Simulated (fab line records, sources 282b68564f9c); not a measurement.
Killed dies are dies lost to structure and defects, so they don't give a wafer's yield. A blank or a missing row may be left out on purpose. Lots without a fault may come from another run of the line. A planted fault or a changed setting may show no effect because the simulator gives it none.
A struck lot beside a sound one | flow rit_cmos | 14 steps out of a route of 202
Sound: wafers L681.2, L681.3, L681.5. Struck: wafers L687.1, L687.4, L687.6. The cause comes at the end.
At each step with rows: each side's tool, then ch and its chambers, then its first start. Under that, the readings that differ: sound wafers | struck wafers | difference of the means | sigmas: that difference in standard deviations of wafers without a fault.
alike: readings whose means differ by less than 2 such deviations, and words and numbers that are the same on both sides. not compared: withheld readings, readings that some wafer has no value for, bounds like >300 that may hide the same value, and numbers for which the record gives no deviation and whose values overlap.
The two part at a step that has a row with sigmas, a row that says differs or no value, or rows on one side only. Numbers that don't overlap but have no deviation are shown without sigmas and don't part them. A reading that every wafer of one side lacks parts them only if that side has two wafers or more.

first, 4 steps without rows for these wafers: RIT_PLDD_SOFTBAKE_02 (time 60 s); RIT_PLDD_EXPOSE_03 (exposes mask M8, target cd 40900 nm); RIT_PLDD_PEB_04; RIT_PLDD_DEVELOP_05 (develop time 50 s).
RIT_PLDD_OVL_MEAS_06:
  sound on overlay-01, day 4 03:34; struck on overlay-02, day 5 07:40
  alike: PLDD_OVL
then, 2 steps without rows for these wafers: RIT_PLDD_HARDBAKE_07 (time 60 s); RIT_PLDD_IMPLANT_08.
RIT_PLDD_STRIP_09: strips in O2, time 180 s.
  sound on plasma_asher-03 ch 0, day 4 03:54; struck on plasma_asher-03 ch 0,1, day 5 08:01
  alike: drypump_motor_current_A
  not compared: rf_hours_counter_h
RIT_PLDD_TW_MEAS_10:
  sound on film_metro-01, day 4 04:05; struck on film_metro-03, day 5 08:11
  alike: PLDD_TW
then, 3 steps without rows for these wafers: RIT_SPACER_CLEAN_00 (cleans in SC1, time 600 s); RIT_SPACER_CLEAN_01 (cleans in dHF, time 30 s); RIT_SPACER_CLEAN_02 (cleans in SC2, time 600 s).
RIT_SPACER_CVD_03: deposits Si3N4 from SiH2Cl2/NH3, target thk 250 nm, time 3300 s.
  sound on lpcvd-01 ch 1, day 4 04:30; struck on lpcvd-01 ch 1, day 5 08:38
  no value came back on the struck wafers for nh3_flow_sccm (sccm), pressure_mtorr (mTorr), spike_tc_source_C (C), susceptor_temp_C (C); on the sound wafers nh3_flow_sccm (sccm) reads 150.4 150.5 150.6
RIT_M1_PROBE_99:
  the record has rows for the sound wafers here (prober-02, day 4 18:09) and none for the struck ones

WHERE THEY PART
First at RIT_SPACER_CVD_03; last, within this record, at RIT_M1_PROBE_99.

WHY: what the simulator had put in
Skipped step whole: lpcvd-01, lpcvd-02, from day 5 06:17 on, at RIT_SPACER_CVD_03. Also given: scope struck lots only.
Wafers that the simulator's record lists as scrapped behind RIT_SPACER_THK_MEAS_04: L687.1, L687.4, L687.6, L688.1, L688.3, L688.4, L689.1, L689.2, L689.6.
